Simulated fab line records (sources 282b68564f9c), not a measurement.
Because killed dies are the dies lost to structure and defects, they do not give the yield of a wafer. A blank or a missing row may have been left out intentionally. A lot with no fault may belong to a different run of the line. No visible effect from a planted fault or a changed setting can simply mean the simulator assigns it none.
The tool behind it: which one? | flow rit-cmos | 16 lots, 48 wafers sampled, at 2 steps of a route of 202

## WHAT THE GAUGES READ, wafer by wafer
RIT_GATE_OVL_MEAS_17. Usual: GATE_OVL typically reads -0.9 nm, with standard deviation 1.2.
lot  | measured    | on         | GATE_OVL (nm)     | flag
L246 | day 2 18:18 | overlay-01 | 0.2 0.7 0.8       |
L247 | day 3 04:08 | overlay-01 | -3.3 -2.3 0.8     |
L248 | day 3 07:55 | overlay-01 | -0.9 0.6 1.2      |
L249 | day 3 13:54 | overlay-01 | -0.4 -0.8 -1.3    |
L250 | day 3 19:58 | overlay-01 | -0.6 -1.7 -2.1    |
L251 | day 4 01:13 | overlay-01 | 0.7 1.7 0.2       |
L252 | day 4 07:39 | overlay-01 | -0.8 0.8 -0.5     |
L254 | day 4 15:37 | overlay-01 | -2.3 -2.1 -1.4    |
L255 | day 4 21:49 | overlay-01 | 0.8 -1.5 1.6      |
L256 | day 5 01:17 | overlay-02 | -1.6 -0.8 0.9     |
L257 | day 5 05:16 | overlay-01 | 0.6 -0.7 -1.6     |
L259 | day 5 14:42 | overlay-01 | 129.6 129.5 127.3 | OFF
L261 | day 5 22:28 | overlay-02 | 128.6 129.1 128.4 | OFF
L262 | day 6 06:04 | overlay-02 | 128.3 130.1 129.0 | OFF
L263 | day 6 09:05 | overlay-02 | 129.4 127.6 128.2 | OFF
L268 | day 7 12:37 | overlay-02 | -0.3 -0.6 -0.9    |

## WHAT TOOL EACH LOT RAN ON (gives the tool, then ch and the chambers of the sampled wafers, and finally the start)
lot  | RIT_GATE_EXPOSE_13
L246 | iline-stepper-01 ch 0, day 2 17:34
L247 | iline-stepper-02 ch 0, day 3 03:40
L248 | iline-stepper-02 ch 0, day 3 07:25
L249 | iline-stepper-01 ch 0, day 3 13:16
L250 | iline-stepper-01 ch 0, day 3 19:20
L251 | iline-stepper-02 ch 0, day 4 00:41
L252 | iline-stepper-01 ch 0, day 4 07:10
L254 | iline-stepper-01 ch 0, day 4 15:05
L255 | iline-stepper-01 ch 0, day 4 21:16
L256 | iline-stepper-02 ch 0, day 5 00:48
L257 | iline-stepper-01 ch 0, day 5 04:45
L259 | iline-stepper-01 ch 0, day 5 14:11
L261 | iline-stepper-01 ch 0, day 5 21:59
L262 | iline-stepper-01 ch 0, day 6 05:32
L263 | iline-stepper-01 ch 0, day 6 08:34
L268 | iline-stepper-02 ch 0, day 7 12:06
- RIT_GATE_EXPOSE_13: exposes mask M6, target cd 150 nm.

## AS READ BY THE TOOLS THEMSELVES (means over the sampled wafers that have a number; for cases with no such wafer, the mark the record gives instead)
RIT_GATE_EXPOSE_13. Usual: reticle-temp-C 23.02 C, standard deviation 0.1.
lot  | tool             | reticle-temp-C (C) | flag
L246 | iline-stepper-01 | 23.05              |
L247 | iline-stepper-02 | 22.99              |
L248 | iline-stepper-02 | 23.09              |
L249 | iline-stepper-01 | 22.94              |
L250 | iline-stepper-01 | 23.16              |
L251 | iline-stepper-02 | 22.98              |
L252 | iline-stepper-01 | 23.05              |
L254 | iline-stepper-01 | 22.89              |
L255 | iline-stepper-01 | 22.92              |
L256 | iline-stepper-02 | 23.03              |
L257 | iline-stepper-01 | 23.14              |
L259 | iline-stepper-01 | 23.09              |
L261 | iline-stepper-01 | 22.99              |
L262 | iline-stepper-01 | 22.96              |
L263 | iline-stepper-01 | 23.13              |
L268 | iline-stepper-02 | 22.86              |

## THE ANSWER, worked out from the rows above alone
Rule: take the mean of a lot's wafers that have a number; if it is more than 3 standard deviations from the usual mean, the lot is off. A lot without any number at a reading at which 4 lots or more have one is off too. Any other lot the step has rows for is counted as sound. The gauges are gone through in route order, then the tools' own readings, and for those a lot's mean is taken as printed above. At the first step where some lot is off, the reading lying furthest off is the one used; lots without a number count as furthest.
Off: L259, L261, L262, L263, at RIT_GATE_OVL_MEAS_17 (GATE_OVL).
If a tool, at a process step before that reading, ran all the lots that are off and no sound lot after the first of them, it fits. Gauges at RIT_GATE_OVL_MEAS_17: tried the same way as those tools. One candidate fits, namely iline-stepper-01 at RIT_GATE_EXPOSE_13. Its last sound lot is L257 (day 5 04:45), its first lot that is off L259 (day 5 14:11): a fault that began between those two fits.

## WHAT WAS PUT IN BY THE SIMULATOR
Scanner matching overlay: iline-stepper-01, from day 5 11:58 on, at RIT_GATE_EXPOSE_13. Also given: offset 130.
Struck lots among those shown: L259, L261, L262, L263. The rule above found the same.
